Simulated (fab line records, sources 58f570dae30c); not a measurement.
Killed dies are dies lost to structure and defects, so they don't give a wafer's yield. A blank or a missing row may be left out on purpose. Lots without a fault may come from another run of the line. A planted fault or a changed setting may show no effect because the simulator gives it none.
Problem report in the 8D (eight disciplines) form, filled by code | flow berkeley_cmos170 | the parts of the form that need people (team, actions taken, sign-off) are left out

1. THE PROBLEM
wafer_temp_C_max at UCB170_CONTACT_RTA_08 reads a mean of 887.5 on 6 wafers of 2 lots; wafers without a fault read 903.5 with a standard deviation of 1.4. That is -11 standard deviations from the usual mean.
The step: time 10 s.
First seen on wafer L830.1, day 10 04:31, on rtp_anneal-01. The record holds 18 wafers of 6 lots with a number at this step. Rule for "out", or "out of limits": more than 4 standard deviations from the usual mean. The other wafers with a number count as sound.

2. WHAT IT IS AND WHAT IT IS NOT
question                    | is                     | is not
which readings at this step | wafer_temp_C_max       | lamp_power_pct
which lots                  | L830, L834             | L826, L835, L837, L844
which wafers of those lots  | all that have a number | -
read on which tools         | rtp_anneal-01          | rtp_anneal-02
when                        | from day 10 04:31      | up to then (3 sound wafers); but 9 sound wafers of L835, L837, L844 came after

3. SUSPECTS, AND WHAT RULES EACH OUT
Counting: a tool at a process step up to the reading stays a suspect if it ran every lot that is out and no sound lot after the first of them.
- plasma_asher-02 at UCB170_CONTACT_STRIP_06 (strips in O2): ruled out as a lasting fault. Sound lots L835 ran on it after its first lot that is out, L830 (day 10 04:07).
- rtp_anneal-01 at UCB170_CONTACT_RTA_08 (time 10 s): kept. It ran every lot that is out, first L830 (day 10 04:31), and no sound lot after that; its last sound lot up to then is L826 (day 9 10:10). Its own readings are out on those wafers: wafer_temp_C_max.
Left after counting: rtp_anneal-01 at UCB170_CONTACT_RTA_08.

4. THE CAUSE (what the simulator had put in)
Process parameter drift: rtp_anneal-01, from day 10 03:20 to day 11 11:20, at UCB170_CONTACT_RTA_08. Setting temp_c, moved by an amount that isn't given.
Counting left only this tool.

5. THE CHAIN OF EFFECTS, in route order
Each row: a reading whose mean over the struck wafers that have a number lies more than 3 standard deviations from the usual. Only readings for which the record gives a usual standard deviation are gone through. hours: the time from each lot's start at the first step in this table that gives one to its start at this step, as a median over the lots. sigmas: the change in usual standard deviations.
hours | step                  | reading          | usual | on struck wafers | change | sigmas
0     | UCB170_CONTACT_RTA_08 | wafer_temp_C_max | 903.5 | 887.5            | -16.0  | -11
The process steps in it:
- UCB170_CONTACT_RTA_08: time 10 s.

6. WHAT WOULD HAVE CAUGHT IT SOONER
In this record the first reading out of limits was taken at day 10 04:31, 1 hour after the fault began at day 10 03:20.
